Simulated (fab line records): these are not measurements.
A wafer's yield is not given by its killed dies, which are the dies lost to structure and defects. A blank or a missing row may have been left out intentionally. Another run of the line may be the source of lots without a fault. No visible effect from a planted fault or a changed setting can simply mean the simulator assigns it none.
fab line records	flow rit_cmos
[record] lots = 5	wafers = 15	last_day = 7
route steps=202 shown ACTIVE@13 FOX1@20 FOX2@23 NWELL@28 PWELL@39 WELLDRIVE@50 NRETRO@53 SILICIDE@161 M1@202
lots that met no fault: taken from a fault-free run of the same line
start_h: the number of hours between the record's first day and the start of the first shown wafer of the lot	wait_h: time in hours since the lot's previous step	" same as the row above	L1.1+2: a row that stands for several wafers	- value missing, or start not given	* or withheld: withheld	< > ~ a bound
route shown NAME@n: a module of which the file shows steps, and the number in the route of the first	usual: mean/standard deviation taken from wafers without a fault	same: alike in all rows	chamber/n: place in a boat	sites: readings site by site	_std_site: how widely they spread, as a standard deviation	_edge_site: mean of outer sites minus mean of inner sites	radius_mm: for every site, how far away it sits from the centre of the wafer	mask NAME#n: copy n	behind: tool/chamber where the wafer was last shaped	hold: the reason the lot was held/the length of the hold in hours/how it ended	device: transistor that didn't switch, given as n, p or np	end of line: at the end of the route, the tests of the same wafers	a step with no rows: only its recipe	killed: at the first sort, the dies lost to defects and structure; wafer yield is something else	map: shows each die of a wafer: x if killed, . if not, _ if none is there
set.NAME: the run value of the setting; set.NAME@STEP: its run value at that earlier step	model.NAME: the simulator's own value behind a step, which no gauge read
lots at selected steps of the route; one table per step, one row per wafer
services: the hour from which a tool's chamber was out of use, counted from the record's first day as start_h (under 0 if before that day), plus the number of hours and why
[[steps]]
[step RIT_ACTIVE_HARDBAKE_12]
[recipe] resist = NOVOLAK	temp_c = 140	time_s = 60
[step RIT_ACTIVE_ETCH_13]
[recipe] stop_on = SiO2	chemistry = SF6	target = Si3N4	time_s = 210	over_etch_frac = 0.4	SF6_flow_sccm = 200	pressure_mtorr = 260	rf_w = 125	target_depth_a = 2100
[usual] drypump_motor_current_A = 5.60/0.29	oes_product_au = 0.826/0.016	throttle_valve_pct = 7.54/0.15
lot.wafer	tool	chamber	start_h	wait_h	drypump_motor_current_A	oes_product_au	rf_hours_counter_h	throttle_valve_pct
L868.1	rie_diel-03	3	14.99	0.1	6.29	0.800	165	7.59
L868.4	"	1	"	"	5.31	0.841	8	7.33
L868.5	"	1	"	"	5.32	0.841	-	7.33
L874.4	rie_diel-03	3	44.90	0.1	6.29	0.803	-	7.59
L874.5	"	2	"	"	5.60	0.820	-	7.68
L874.6	"	1	"	"	5.31	0.845	-	7.31
L884.3	rie_diel-02	3	94.83	0.1	5.98	0.805	17	7.28
L884.4	"	0	"	"	5.70	0.806	4	7.37
L884.6	"	0	"	"	5.71	0.812	-	7.37
L890.1	rie_diel-02	0	124.83	0.1	5.68	0.795	4	7.38
L890.3	"	2	"	"	6.05	0.797	155	7.44
L890.4	"	3	"	"	6.01	0.800	18	7.28
L891.2	rie_diel-02	1	129.71	0.1	5.37	0.818	119	7.78
L891.3	"	3	"	"	6.00	0.796	18	7.26
L891.4	"	0	"	"	5.68	0.797	-	7.38
[step RIT_ACTIVE_STRIP_14]
[recipe] chemistry = O2	time_s = 180	resist = NOVOLAK	platen_temp_c = withheld	power_w = 500	pressure_mtorr = 4000	o2_flow_sccm = 4000
[usual] drypump_motor_current_A = 5.8/0.6
lot.wafer	tool	chamber	start_h	wait_h	drypump_motor_current_A	rf_hours_counter_h
L868.1	plasma_asher-01	0	15.12	0.1	6.3	36
L868.4	"	1	"	"	6.3	-
L868.5	"	0	"	"	6.3	-
L874.4	plasma_asher-02	1	45.03	0.1	5.0	-
L874.5	"	0	"	"	5.3	-
L874.6	"	1	"	"	5.0	-
L884.3	plasma_asher-02	1	95.03	0.1	5.0	-
L884.4	"	0	"	"	5.3	-
L884.6	"	1	"	"	5.0	-
L890.1	plasma_asher-04	0	124.97	0.1	6.6	35
L890.3	"	1	"	"	5.7	-
L890.4	"	0	"	"	6.6	-
L891.2	plasma_asher-02	0	129.84	0.1	5.3	49
L891.3	"	1	"	"	5.0	-
L891.4	"	0	"	"	5.3	-
[step RIT_ACTIVE_CD_MEAS_90]
[recipe] target_cd_nm = 1400
[usual] cd_nm = 1399.7/2.4
lot.wafer	tool	chamber	start_h	wait_h	cd_nm
L868.1	cd_sem-01	-	15.30	0.1	1395.6
L868.4	"	-	"	"	1395.5
L868.5	"	-	"	"	1395.3
L874.4	cd_sem-02	-	45.20	0.1	1394.7
L874.5	"	-	"	"	1394.4
L874.6	"	-	"	"	1394.8
L884.3	cd_sem-01	-	95.18	0.1	1402.1
L884.4	"	-	"	"	1403.4
L884.6	"	-	"	"	1403.0
L890.1	cd_sem-02	-	125.14	0.1	1398.7
L890.3	"	-	"	"	1396.9
L890.4	"	-	"	"	1398.8
L891.2	cd_sem-02	-	130.04	0.1	1403.1
L891.3	"	-	"	"	1403.2
L891.4	"	-	"	"	1403.2
[step RIT_ACTIVE_CLEAN_15]
[recipe] chemistry = SC1	mix = 3:3:50	time_s = 600	temp_c = 75
[step RIT_ACTIVE_CLEAN_16]
[recipe] chemistry = dHF	dilution = 50:1	time_s = 30
[step RIT_ACTIVE_CLEAN_17]
[recipe] chemistry = SC2	mix = 3:3:50	time_s = 600	temp_c = 75	dry = n2_spin
[step RIT_FOX1_OXIDATION_00]
[recipe] temp_c = 1100	ambient = H2O	target_thk_a = 3507	p_h2o_torr = 720	ox_time_s = 1130
[step RIT_FOX1_THK_MEAS_01]
[recipe] reads = SiO2_of_FOX1_OXIDATION_00
[usual] FOX1_OXIDE_THK = 348/6.1
lot.wafer	tool	chamber	start_h	wait_h	FOX1_OXIDE_THK[nm]
L868.1	film_metro-04	-	17.75	0.0	352
L868.4	"	-	"	"	355
L868.5	"	-	"	"	351
L874.4	film_metro-01	-	50.97	0.0	345
L874.5	"	-	"	"	343
L874.6	"	-	"	"	341
L884.3	film_metro-04	-	98.05	0.0	337
L884.4	"	-	"	"	342
L884.6	"	-	"	"	341
L890.1	film_metro-04	-	127.94	0.0	349
L890.3	"	-	"	"	357
L890.4	"	-	"	"	353
L891.2	film_metro-03	-	131.83	0.0	340
L891.3	"	-	"	"	347
L891.4	"	-	"	"	343
[step RIT_FOX1_WET_ETCH_02]
[recipe] chemistry = BOE	target_depth_nm = 350	time_s = 390	temp_c = 21.5	dry = n2_spin	dilution = 10:1	target = SiO2
[step RIT_FOX2_OXIDATION_00]
[recipe] temp_c = 1100	ambient = H2O	target_thk_a = 3507	p_h2o_torr = 720	ox_time_s = 1130
[step RIT_FOX2_THK_MEAS_01]
[recipe] reads = SiO2_of_FOX2_OXIDATION_00
[usual] FOX2_OXIDE_THK = 349/5.8
lot.wafer	tool	chamber	start_h	wait_h	FOX2_OXIDE_THK[nm]
L868.1	film_metro-01	-	20.23	0.0	351
L868.4	"	-	"	"	351
L868.5	"	-	"	"	345
L874.4	film_metro-04	-	53.36	0.0	344
L874.5	"	-	"	"	343
L874.6	"	-	"	"	343
L884.3	film_metro-01	-	99.54	0.0	347
L884.4	"	-	"	"	351
L884.6	"	-	"	"	349
L890.1	film_metro-01	-	129.43	0.0	361
L890.3	"	-	"	"	354
L890.4	"	-	"	"	358
L891.2	film_metro-01	-	133.32	0.0	352
L891.3	"	-	"	"	351
L891.4	"	-	"	"	359
[step RIT_FOX2_CLEAN_02]
[recipe] chemistry = dHF	dilution = 50:1	time_s = 180
[usual] run_length_s = 208/3.4
lot.wafer	tool	chamber	start_h	wait_h	run_length_s	model.SiO2_of_FOX2_OXIDATION_00.thk_nm
L868.1	wet_bench-02	0	20.29	0.1	211	333.9
L868.4	"	0	"	"	211	334.3
L868.5	"	0	"	"	211	328.8
L874.4	wet_bench-04	1	53.39	0.0	206	327.4
L874.5	"	1	"	"	206	326.2
L874.6	"	1	"	"	206	325.8
L884.3	wet_bench-02	1	99.58	0.0	571	296.7
L884.4	"	1	"	"	571	300.8
L884.6	"	1	"	"	571	298.9
L890.1	wet_bench-04	1	129.49	0.1	206	344.5
L890.3	"	1	"	"	206	337.1
L890.4	"	1	"	"	206	341
L891.2	wet_bench-04	0	133.37	0.0	206	335
L891.3	"	0	"	"	206	334.1
L891.4	"	0	"	"	206	342.2
[step RIT_FOX2_WET_ETCH_03]
[recipe] chemistry = H3PO4	target = Si3N4	target_depth_nm = 195	temp_c = 165	time_s = 2700
[step RIT_FOX2_THK_MEAS_90]
[recipe] reads = SiO2_of_FOX2_OXIDATION_00
[usual] FIELD_OXIDE_LEFT_1_THK = 322/5.9
lot.wafer	tool	chamber	start_h	wait_h	FIELD_OXIDE_LEFT_1_THK[nm]
L868.1	film_metro-01	-	21.18	0.0	323
L868.4	"	-	"	"	324
L868.5	"	-	"	"	318
L874.4	film_metro-04	-	54.23	0.0	316
L874.5	"	-	"	"	315
L874.6	"	-	"	"	315
L884.3	film_metro-04	-	100.49	0.0	286
L884.4	"	-	"	"	290
L884.6	"	-	"	"	288
L890.1	film_metro-04	-	130.37	0.0	334
L890.3	"	-	"	"	327
L890.4	"	-	"	"	330
L891.2	film_metro-04	-	134.20	0.0	324
L891.3	"	-	"	"	323
L891.4	"	-	"	"	331
[step RIT_NWELL_HMDS_00]
[recipe] prime_time_s = 60	prime_temp_c = 140
[step RIT_NWELL_COAT_01]
[recipe] resist = NOVOLAK	spin_rpm = 2000	resist_thk_nm = 1300
[step RIT_NWELL_SOFTBAKE_02]
[recipe] resist = NOVOLAK	temp_c = 90	time_s = 60
[step RIT_NWELL_EXPOSE_03]
[recipe] mask_id = M2	na = 0.57	target_cd_nm = 43900	dose_mj = 250
[step RIT_NWELL_PEB_04]
[recipe] resist = NOVOLAK	temp_c = withheld	time_s = withheld
[step RIT_NWELL_DEVELOP_05]
[recipe] resist = NOVOLAK	develop_time_s = 68	dev_temp_c = 23
[step RIT_NWELL_OVL_MEAS_06]
[usual] NWELL_OVL = -0.5/1.4
lot.wafer	tool	chamber	start_h	wait_h	NWELL_OVL[nm]
L868.1	overlay-01	-	22.24	-	-3.5
L868.4	"	-	"	"	-3.4
L868.5	"	-	"	"	-2.3
L874.4	overlay-01	-	55.16	-	-0.9
L874.5	"	-	"	"	0.5
L874.6	"	-	"	"	-2.7
L884.3	overlay-01	-	101.42	-	0.5
L884.4	"	-	"	"	-1.7
L884.6	"	-	"	"	1.4
L890.1	overlay-02	-	131.31	-	1.0
L890.3	"	-	"	"	-1.2
L890.4	"	-	"	"	-0.7
L891.2	overlay-02	-	135.26	-	-0.2
L891.3	"	-	"	"	-2.1
L891.4	"	-	"	"	0.0
[step RIT_NWELL_HARDBAKE_07]
[recipe] resist = NOVOLAK	temp_c = 140	time_s = 120
[step RIT_NWELL_IMPLANT_08]
[recipe] species = P	energy_kev = 170	dose_cm2 = 5e+13	tilt_deg = 7
[step RIT_NWELL_STRIP_09]
[recipe] chemistry = O2	time_s = 180	resist = NOVOLAK	platen_temp_c = withheld	power_w = 500	pressure_mtorr = 4000	o2_flow_sccm = 4000
[usual] drypump_motor_current_A = 5.9/0.65
lot.wafer	tool	chamber	start_h	wait_h	drypump_motor_current_A	rf_hours_counter_h
L868.1	plasma_asher-03	1	22.68	0.1	6.2	38
L868.4	"	1	"	"	6.2	-
L868.5	"	1	"	"	6.2	-
L874.4	plasma_asher-02	0	55.64	0.1	5.3	-
L874.5	"	1	"	"	5.0	-
L874.6	"	0	"	"	5.3	-
L884.3	plasma_asher-01	0	101.90	0.1	6.3	-
L884.4	"	1	"	"	6.3	-
L884.6	"	1	"	"	6.4	-
L890.1	plasma_asher-03	0	131.75	0.1	6.6	48
L890.3	"	1	"	"	6.2	-
L890.4	"	0	"	"	6.6	-
L891.2	plasma_asher-03	0	135.69	0.1	6.6	49
L891.3	"	1	"	"	6.2	-
L891.4	"	0	"	"	6.6	-
[step RIT_NWELL_TW_MEAS_10]
[usual] NWELL_TW = 2153/24
lot.wafer	tool	chamber	start_h	wait_h	NWELL_TW
L868.1	film_metro-04	-	22.85	0.1	2146
L868.4	"	-	"	"	2156
L868.5	"	-	"	"	2152
L874.4	film_metro-02	-	55.79	0.1	2183
L874.5	"	-	"	"	2184
L874.6	"	-	"	"	2176
L884.3	film_metro-03	-	102.04	0.1	2111
L884.4	"	-	"	"	2106
L884.6	"	-	"	"	2124
L890.1	film_metro-02	-	131.93	0.1	2161
L890.3	"	-	"	"	2188
L890.4	"	-	"	"	2182
L891.2	film_metro-03	-	135.87	0.1	2120
L891.3	"	-	"	"	2111
L891.4	"	-	"	"	2118
[step RIT_PWELL_HMDS_00]
[recipe] prime_time_s = 60	prime_temp_c = 140
[step RIT_PWELL_COAT_01]
[recipe] resist = NOVOLAK	spin_rpm = 2000	resist_thk_nm = 1300
[step RIT_PWELL_SOFTBAKE_02]
[recipe] resist = NOVOLAK	temp_c = 90	time_s = 60
[step RIT_PWELL_EXPOSE_03]
[recipe] mask_id = M3	na = 0.57	target_cd_nm = 43700	dose_mj = 250
[step RIT_PWELL_PEB_04]
[recipe] resist = NOVOLAK	temp_c = withheld	time_s = withheld
[step RIT_PWELL_DEVELOP_05]
[recipe] resist = NOVOLAK	develop_time_s = 68	dev_temp_c = 23
[step RIT_PWELL_OVL_MEAS_06]
[usual] PWELL_OVL = 0.7/1.8
lot.wafer	tool	chamber	start_h	wait_h	PWELL_OVL[nm]
L868.1	overlay-01	-	23.79	-	1.5
L868.4	"	-	"	"	1.5
L868.5	"	-	"	"	1.1
L874.4	overlay-02	-	56.84	-	-0.5
L874.5	"	-	"	"	-0.8
L874.6	"	-	"	"	-1.9
L884.3	overlay-02	-	103.15	-	2.6
L884.4	"	-	"	"	1.7
L884.6	"	-	"	"	2.9
L890.1	overlay-01	-	132.99	-	-2.9
L890.3	"	-	"	"	-2.4
L890.4	"	-	"	"	-1.3
L891.2	overlay-01	-	136.93	-	0.4
L891.3	"	-	"	"	2.1
L891.4	"	-	"	"	4.1
[step RIT_PWELL_HARDBAKE_07]
[recipe] resist = NOVOLAK	temp_c = 140	time_s = 120
[step RIT_PWELL_IMPLANT_08]
[recipe] species = B	energy_kev = 170	dose_cm2 = 7e+13	tilt_deg = 7
[step RIT_PWELL_STRIP_09]
[recipe] chemistry = O2	time_s = 180	resist = NOVOLAK	platen_temp_c = withheld	power_w = 500	pressure_mtorr = 4000	o2_flow_sccm = 4000
[usual] drypump_motor_current_A = 5.9/0.63
lot.wafer	tool	chamber	start_h	wait_h	drypump_motor_current_A	rf_hours_counter_h
L868.1	plasma_asher-04	0	24.23	0.1	6.6	23
L868.4	"	0	"	"	6.6	-
L868.5	"	1	"	"	5.7	-
L874.4	plasma_asher-04	1	57.32	0.1	5.7	-
L874.5	"	1	"	"	5.7	-
L874.6	"	0	"	"	6.6	-
L884.3	plasma_asher-03	0	103.64	0.1	6.6	-
L884.4	"	1	"	"	6.2	-
L884.6	"	0	"	"	6.6	-
L890.1	plasma_asher-02	0	133.47	0.1	5.3	49
L890.3	"	0	"	"	5.3	-
L890.4	"	1	"	"	5.0	-
L891.2	plasma_asher-04	0	137.36	0.1	6.6	36
L891.3	"	0	"	"	6.6	-
L891.4	"	1	"	"	5.7	-
[step RIT_PWELL_TW_MEAS_10]
[usual] PWELL_TW = 960/11
lot.wafer	tool	chamber	start_h	wait_h	PWELL_TW
L868.1	film_metro-03	-	24.40	0.1	946
L868.4	"	-	"	"	940
L868.5	"	-	"	"	939
L874.4	film_metro-04	-	57.46	0.1	962
L874.5	"	-	"	"	958
L874.6	"	-	"	"	961
L884.3	film_metro-03	-	103.77	0.1	941
L884.4	"	-	"	"	941
L884.6	"	-	"	"	939
L890.1	film_metro-04	-	133.65	0.1	963
L890.3	"	-	"	"	954
L890.4	"	-	"	"	950
L891.2	film_metro-02	-	137.55	0.1	976
L891.3	"	-	"	"	973
L891.4	"	-	"	"	968
[step RIT_WELLDRIVE_ANNEAL_00]
[recipe] temp_c = 1100	time_s = 14700	ambient = N2
[step RIT_WELLDRIVE_RS_MEAS_01]
[recipe] thk_meas_gauge = four-point-probe
[usual] NWELL_RS = 275.3/0.73
lot.wafer	tool	chamber	start_h	wait_h	NWELL_RS[ohm/sq]
L868.1	film_metro-02	-	30.31	0.0	274.5
L868.4	"	-	"	"	274.8
L868.5	"	-	"	"	274.6
L874.4	film_metro-03	-	62.64	0.1	274.4
L874.5	"	-	"	"	275.0
L874.6	"	-	"	"	275.1
L884.3	film_metro-04	-	108.94	0.0	275.7
L884.4	"	-	"	"	276.7
L884.6	"	-	"	"	276.6
L890.1	film_metro-04	-	138.79	0.0	275.5
L890.3	"	-	"	"	274.9
L890.4	"	-	"	"	274.8
L891.2	film_metro-03	-	142.73	0.0	274.8
L891.3	"	-	"	"	275.8
L891.4	"	-	"	"	275.9
[step RIT_WELLDRIVE_RS_MEAS_02]
[recipe] thk_meas_gauge = four-point-probe
[usual] PWELL_RS = 428.9/1
lot.wafer	tool	chamber	start_h	wait_h	PWELL_RS[ohm/sq]
L868.1	film_metro-02	-	30.43	0.1	427.8
L868.4	"	-	"	"	428.8
L868.5	"	-	"	"	429.9
L874.4	film_metro-03	-	62.76	0.1	430.5
L874.5	"	-	"	"	430.1
L874.6	"	-	"	"	430.1
L884.3	film_metro-04	-	109.06	0.1	427.8
L884.4	"	-	"	"	427.8
L884.6	"	-	"	"	428.7
L890.1	film_metro-04	-	138.91	0.1	429.9
L890.3	"	-	"	"	430.9
L890.4	"	-	"	"	430.1
L891.2	film_metro-03	-	142.85	0.1	428.9
L891.3	"	-	"	"	428.0
L891.4	"	-	"	"	429.6
[step RIT_NRETRO_HMDS_00]
[recipe] prime_time_s = 60	prime_temp_c = 140
[step RIT_NRETRO_COAT_01]
[recipe] resist = NOVOLAK	spin_rpm = 2000	resist_thk_nm = 1300
[step RIT_FOX2_THK_MEAS_91]
[recipe] reads = SiO2_of_FOX2_OXIDATION_00
[usual] FIELD_OXIDE_LEFT_2_THK = 253/6
lot.wafer	tool	chamber	start_h	wait_h	FIELD_OXIDE_LEFT_2_THK[nm]
L868.1	film_metro-04	-	34.21	0.0	256
L868.4	"	-	"	"	256
L868.5	"	-	"	"	250
L874.4	film_metro-02	-	66.68	0.0	249
L874.5	"	-	"	"	248
L874.6	"	-	"	"	248
L884.3	film_metro-02	-	112.71	0.0	217
L884.4	"	-	"	"	221
L884.6	"	-	"	"	219
L890.1	film_metro-01	-	142.56	0.0	266
L890.3	"	-	"	"	259
L890.4	"	-	"	"	262
L891.2	film_metro-02	-	146.73	0.0	257
L891.3	"	-	"	"	255
L891.4	"	-	"	"	263
[step RIT_SILICIDE_WET_ETCH_00]
[recipe] chemistry = BOE	target = SiO2	target_depth_nm = 14	time_s = 15	dry = n2_spin	dilution = 10:1	temp_c = 21.5
lot.wafer	tool	chamber	start_h	wait_h	model.SiO2_of_FOX2_OXIDATION_00.thk_nm
L868.1	wet_bench-04	3	56.20	0.1	151.6
L868.4	"	3	"	"	151.9
L868.5	"	3	"	"	145.7
L874.4	wet_bench-01	3	85.06	0.0	144.6
L874.5	"	3	"	"	140.4
L874.6	"	3	"	"	142.4
L884.3	wet_bench-01	0	131.62	0.1	113.9
L884.4	"	0	"	"	115.9
L884.6	"	0	"	"	116
L890.1	wet_bench-01	0	159.81	0.1	160
L890.3	"	0	"	"	155.8
L890.4	"	0	"	"	157.6
L891.2	wet_bench-03	3	164.75	0.1	152
L891.3	"	3	"	"	151.2
L891.4	"	3	"	"	157.9
[step RIT_M1_PROBE_99]
[usual] killed_at_M0_to_M3 = 0.0/0.14	killed_at_front_end = 7/3	killed_dies = 8/3	killed_open = 3.7/2	killed_short = 3.8/2.1
[same] gross_dies = 264	killed_at_M4_up = 0	killed_at_back_side = 0	killed_at_contacts = 0	killed_at_other = 0
lot.wafer	tool	chamber	start_h	wait_h	killed_at_M0_to_M3	killed_at_front_end	killed_dies	killed_open	killed_short	model.etest.field_n.vt_v	model.etest.field_p_metal.vt_v	model.etest.iso_nwell_nwell.bv_v	model.etest.iso_pplus_pwell.lateral_log10_a_um	model.etest.pmos_narrow.vt_less_v
L868.1	prober-01	-	64.45	0.1	0	6	6	1	5	34.61	-30.64	22.06	-9.298	0.01847
L868.4	prober-01	-	64.60	0.2	0	2	2	0	2	34.77	-30.19	22.22	-9.296	0.01726
L868.5	prober-01	-	64.65	0.2	0	8	8	6	2	33.94	-31.09	22.25	-9.242	0.01747
L874.4	prober-01	-	92.00	0.2	1	6	7	3	4	33.7	-30.58	21.99	-9.264	0.02317
L874.5	prober-01	-	92.05	0.2	0	8	8	4	4	33.57	-30.11	21.93	-9.253	0.02093
L874.6	prober-01	-	92.10	0.2	0	6	6	5	1	33.48	-30.22	21.78	-9.279	0.021
L884.3	prober-01	-	138.77	0.2	0	9	9	5	4	29.65	-33.51	21.28	-9.321	0.01407
L884.4	prober-01	-	138.82	0.2	0	11	11	4	7	30.24	-32.53	21.48	-9.315	0.01371
L884.6	prober-01	-	138.92	0.2	0	5	5	2	3	29.94	-32.98	21.64	-9.383	0.01529
L890.1	prober-01	-	166.93	0.1	0	6	6	4	2	36.12	-28.64	22.11	-9.229	0.02451
L890.3	prober-01	-	167.03	0.2	0	10	10	5	5	35.1	-30.34	22.2	-9.36	0.02239
L890.4	prober-01	-	167.08	0.2	0	7	7	4	3	35.64	-30.09	21.8	-9.278	0.02258
L891.2	prober-02	-	171.77	0.1	0	7	7	1	5	34.87	-30.54	22.24	-9.248	0.01982
L891.3	prober-02	-	171.82	0.2	0	7	7	2	4	34.61	-31.44	22.06	-9.277	0.01894
L891.4	prober-02	-	171.87	0.2	0	10	10	4	5	35.73	-30.14	22.24	-9.252	0.02392
// killed by level:class
L868.1 SPACER:geometric_particle:short=2 SILICIDE:geometric_particle:short=2 FOX1:geometric_particle:short=1 SPACER:geometric_particle:open=1
L868.4 FOX1:geometric_particle:short=1 REOX:geometric_particle:short=1
L868.5 FOX1:geometric_particle:open=2 GATE:geometric_particle:open=2 FOX2:geometric_particle:open=1 GATE:geometric_particle:short=1 REOX:geometric_particle:open=1 SPACER:geometric_particle:short=1
L874.4 FOX2:geometric_particle:short=2 FOX2:geometric_particle:open=1 GATE:geometric_particle:open=1 REOX:geometric_particle:short=1 SILICIDE:geometric_particle:open=1 M1:geometric_particle:short=1
L874.5 FOX1:geometric_particle:short=2 FOX2:geometric_particle:open=2 GATE:geometric_particle:short=1 REOX:geometric_particle:short=1 REOX:geometric_particle:open=1 SILICIDE:geometric_particle:open=1
L874.6 REOX:geometric_particle:open=3 FOX2:geometric_particle:open=1 SPACER:geometric_particle:open=1 SILICIDE:geometric_particle:short=1
L884.3 GATE:geometric_particle:short=2 SPACER:geometric_particle:open=2 SILICIDE:geometric_particle:open=2 FOX1:geometric_particle:short=1 GATE:geometric_particle:open=1 SILICIDE:geometric_particle:short=1
L884.4 GATE:geometric_particle:short=4 GATE:geometric_particle:open=2 REOX:geometric_particle:short=2 FOX2:geometric_particle:open=1 SILICIDE:geometric_particle:open=1 SILICIDE:geometric_particle:short=1
L884.6 FOX2:geometric_particle:short=1 FOX2:geometric_particle:open=1 GATE:geometric_particle:short=1 GATE:geometric_particle:open=1 SILICIDE:geometric_particle:short=1
L890.1 FOX1:geometric_particle:short=1 FOX1:geometric_particle:open=1 FOX2:geometric_particle:open=1 GATE:geometric_particle:short=1 GATE:geometric_particle:open=1 SILICIDE:geometric_particle:open=1
L890.3 FOX1:geometric_particle:open=3 GATE:geometric_particle:short=3 SPACER:geometric_particle:open=2 FOX1:geometric_particle:short=1 SPACER:geometric_particle:short=1
L890.4 FOX2:geometric_particle:open=3 REOX:geometric_particle:short=2 ACTIVE:geometric_particle:open=1 FOX2:geometric_particle:short=1
L891.2 GATE:geometric_particle:short=2 SILICIDE:geometric_particle:short=2 FOX1:geometric_particle:short=1 GATE:geometric_particle:open=1 PRETRO:coat_microbubble_printed=1
L891.3 GATE:geometric_particle:open=2 SPACER:geometric_particle:short=2 GATE:geometric_particle:short=1 SILICIDE:geometric_particle:short=1 PRETRO:coat_microbubble_printed=1
L891.4 SILICIDE:geometric_particle:short=2 FOX2:geometric_particle:short=1 GATE:geometric_particle:short=1 GATE:geometric_particle:open=1 REOX:geometric_particle:open=1 SPACER:geometric_particle:short=1 SPACER:geometric_particle:open=1 SILICIDE:geometric_particle:open=1
[[services]]
tool	chamber	start_h	hours	kind
rie_diel-03	1	-8.27	14.5	repair
wet_bench-02	-	23.84	0.6	repair
rie_diel-03	0	36.34	12.2	repair
plasma_asher-03	-	53.22	1.4	repair
rie_diel-03	3	66.55	-	clean
rie_diel-03	3	66.55	23.9	scheduled_down
rie_diel-03	3	66.55	23.9	vent_cycle
rie_diel-02	-	69.61	0.8	repair
rie_diel-03	-	82.63	1.3	repair
rie_diel-03	-	92.45	0.4	repair
plasma_asher-01	-	108.75	9.0	pm
plasma_asher-01	0	108.75	9.0	vent_cycle
plasma_asher-01	1	108.75	9.0	vent_cycle
rie_diel-02	2	111.94	8.3	repair
plasma_asher-03	-	116.76	2.8	pm
plasma_asher-01	0	117.75	-	clean
rie_diel-03	0	126.46	5.0	repair
rie_diel-02	2	129.24	-	clean
rie_diel-02	2	129.24	20.4	scheduled_down
rie_diel-02	2	129.24	20.4	vent_cycle
rie_diel-03	2	130.14	9.4	repair
plasma_asher-02	-	147.75	0.7	repair
wet_bench-03	-	150.97	1.2	repair
wet_bench-02	-	159.95	4.1	repair
[[key]]
[first_sign] step = RIT_FOX2_CLEAN_02	reading = run_length_s	direction = up	sigmas = 99+	usual = *	struck = *
[effect] step = RIT_FOX2_THK_MEAS_90	reading = FIELD_OXIDE_LEFT_1_THK	direction = down	sigmas = 5.7	usual = 322	struck = 288
[effect] step = RIT_FOX2_THK_MEAS_91	reading = FIELD_OXIDE_LEFT_2_THK	direction = down	sigmas = 5.7	usual = 253	struck = 219
[model_effect] step = RIT_FOX2_CLEAN_02	value = SiO2_of_FOX2_OXIDATION_00.thk_nm	without = 332.2	struck = 298.8
[model_effect] step = RIT_SILICIDE_WET_ETCH_00	value = SiO2_of_FOX2_OXIDATION_00.thk_nm	without = 148.7	struck = 115.3
[model_effect] step = RIT_M1_PROBE_99	value = etest.field_n.vt_v	without = 34.49	struck = 29.94
met_at RIT_FOX2_CLEAN_02
struck_wafers L884.3,L884.4,L884.6
tester_left_out L884
[fault] kind = process_parameter_drift	tool = wet_bench-02	chamber = 1	onset_h = 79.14	steps = RIT_FOX2_CLEAN_02	channel = time_s	offset = *	shape = step	end_h = 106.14	acts_in = *	stated = *
// tester_left_out: of these lots the tester's yield and bins aren't shown, on N5 and GAA mostly nor the transistor test; their killed dies are dies lost to structure and defects alone, not to doping, threshold or leakage, so they don't give the yield
